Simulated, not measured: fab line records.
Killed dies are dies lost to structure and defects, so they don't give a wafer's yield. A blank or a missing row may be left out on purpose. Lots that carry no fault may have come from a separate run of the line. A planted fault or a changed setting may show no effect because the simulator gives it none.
Shared-tool check    flow berkeley-cmos170    Sampled: 15 lots, 45 wafers

## WHY THIS WAS OPENED
At UCB170_GATE_THK_MEAS_05 the reading GATE_POLY_THK is flagged on 3 of 15 lots. Fault-free wafers read 214.8 nm, with a standard deviation of 2.4.
Rule: a lot is flagged when every wafer of it that has a number lies more than 4 standard deviations from that mean, or none has a number. All remaining lots are regarded as sound.

lot   measured      on             GATE_POLY_THK (nm), wafer by wafer  flag
L296  day 5 20:34   film-metro-01  210.0 209.5 211.5                   
L298  day 6 21:15   film-metro-03  217.3 215.4 215.9                   
L299  day 7 04:20   film-metro-01  216.7 218.2 217.0                   
L300  day 7 04:20   film-metro-02  217.0 217.2 216.5                   
L303  day 7 07:20   film-metro-01  211.9 210.6 210.9                   
L302  day 7 07:20   film-metro-02  212.9 212.8 213.5                   
L304  day 7 16:32   film-metro-03  215.8 217.4 214.6                   
L306  day 7 16:32   film-metro-02  212.5 213.8 213.7                   
L301  day 7 16:36   film-metro-03  213.9 211.8 214.6                   
L307  day 8 04:51   film-metro-02  214.4 215.2 217.4                   
L309  day 8 20:41   film-metro-02  214.2 214.1 215.2                   
L311  day 8 20:45   film-metro-02  212.1 214.2 212.9                   
L315  day 10 03:11  film-metro-01  91.4 92.4 91.0                      FLAGGED
L316  day 10 08:26  film-metro-01  89.7 90.7 91.3                      FLAGGED
L317  day 10 08:28  film-metro-02  91.9 94.5 92.4                      FLAGGED
The mean of the flagged lots' numbers is 91.7 nm, -123.1 nm from the usual (-51 standard deviations).

## EACH LOT AND THE TOOL IT RAN ON
3 process steps preceding the reading are held in the record, out of 331 steps in the route. Cell contents, in order: the tool; ch with the chambers the sampled wafers went through; the start.
lot   flag     UCB170_ZERO_ETCH_06                UCB170_PWELL_ETCH_14               UCB170_GATE_CVD_04
L296           rie-diel-01 ch 0,3, day 1 19:37    rie-diel-02 ch 1,3, day 3 01:14    lpcvd-02 ch 1, day 5 19:06
L298           rie-diel-01 ch 0,1,3, day 2 10:04  rie-diel-04 ch 0,1,3, day 3 17:32  lpcvd-01 ch 0, day 6 19:51
L299           rie-diel-04 ch 0,1, day 2 15:01    rie-diel-03 ch 0,1,3, day 3 21:13  lpcvd-01 ch 1, day 7 02:56
L300           rie-diel-03 ch 2,3, day 2 15:10    rie-diel-02 ch 2,3, day 3 21:28    lpcvd-01 ch 0, day 7 02:56
L303           rie-diel-03 ch 0,1,2, day 3 09:35  rie-diel-02 ch 0,1,3, day 4 12:00  lpcvd-01 ch 1, day 7 05:56
L302           rie-diel-01 ch 1,2, day 3 05:05    rie-diel-03 ch 0,2,3, day 4 11:45  lpcvd-01 ch 1, day 7 05:56
L304           rie-diel-01 ch 2,3, day 3 09:49    rie-diel-03 ch 0,1,3, day 4 14:04  lpcvd-02 ch 1, day 7 14:26
L306           rie-diel-03 ch 1,2,3, day 3 20:11  rie-diel-03 ch 0,1,2, day 4 20:33  lpcvd-02 ch 1, day 7 14:26
L301           rie-diel-03 ch 0,2,3, day 3 00:43  rie-diel-03 ch 0,1,3, day 4 12:31  lpcvd-02 ch 1, day 7 14:26
L307           rie-diel-04 ch 0,1,3, day 4 00:39  rie-diel-04 ch 0,3, day 5 03:05    lpcvd-01 ch 0, day 8 03:26
L309           rie-diel-03 ch 0,1, day 4 15:28    rie-diel-04 ch 2,3, day 5 17:25    lpcvd-01 ch 1, day 8 18:35
L311           rie-diel-03 ch 0,1, day 4 19:40    rie-diel-02 ch 0,2,3, day 5 23:53  lpcvd-01 ch 0, day 8 18:35
L315  FLAGGED  rie-diel-03 ch 1,2,3, day 5 19:44  rie-diel-04 ch 0,1,3, day 7 03:53  lpcvd-01 ch 0, day 10 01:47
L316  FLAGGED  rie-diel-04 ch 0,1,3, day 6 02:47  rie-diel-02 ch 1,3, day 7 11:19    lpcvd-01 ch 0, day 10 07:02
L317  FLAGGED  rie-diel-03 ch 1,2,3, day 6 08:07  rie-diel-04 ch 0,2,3, day 7 11:10  lpcvd-01 ch 1, day 10 07:02
What is done by these steps:
- UCB170_ZERO_ETCH_06: etches SiO2 in CHF3/CF4/Ar, time 12 s.
- UCB170_PWELL_ETCH_14: etches Si3N4 in CH3F/Ar/O2, stops on SiO2, target depth 242 nm, time 151 s.
- UCB170_GATE_CVD_04: deposits poly-Si from SiH4, time 1440 s, target thk 214 nm.
- UCB170_GATE_THK_MEAS_05

## FLAGGED AGAINST TOTAL, ONE TOOL AT A TIME (gauges that did the reading follow at the end)
step                     tool           lots run  flagged  share of the flagged lots  sound lots run after its first flagged lot
UCB170_ZERO_ETCH_06      rie-diel-01    4         0        none                       -
UCB170_ZERO_ETCH_06      rie-diel-03    8         2        some                       0
UCB170_ZERO_ETCH_06      rie-diel-04    3         1        some                       0
UCB170_PWELL_ETCH_14     rie-diel-02    5         1        some                       0
UCB170_PWELL_ETCH_14     rie-diel-03    5         0        none                       -
UCB170_PWELL_ETCH_14     rie-diel-04    5         2        some                       0
UCB170_GATE_CVD_04       lpcvd-01       11        3        all                        0
UCB170_GATE_CVD_04       lpcvd-02       4         0        none                       -
UCB170_GATE_THK_MEAS_05  film-metro-01  5         2        some                       0
UCB170_GATE_THK_MEAS_05  film-metro-02  7         1        some                       0
UCB170_GATE_THK_MEAS_05  film-metro-03  3         0        none                       -

## WHAT IS ALLOWED BY THE TABLE
Rows of the table that ran each flagged lot: 1, that is lpcvd-01 at UCB170_GATE_CVD_04.
- lpcvd-01 at UCB170_GATE_CVD_04: 3 of its 11 lots flagged. A fault beginning between L309 (day 8 18:35), its last sound lot, and L315 (day 10 01:47), its first flagged one, fits the data. Its own readings lie more than 4 standard deviations out on every wafer of the flagged lots: spike-tc-centre-C, spike-tc-load-C, spike-tc-source-C, susceptor-temp-C.
What remains is a single tool, lpcvd-01 at UCB170_GATE_CVD_04.

## WHAT THE SIMULATOR PUT IN
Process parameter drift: lpcvd-01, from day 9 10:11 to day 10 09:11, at UCB170_GATE_CVD_04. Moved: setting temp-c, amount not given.
Shown lots that were struck: L315, L316, L317. The rule above found the same.
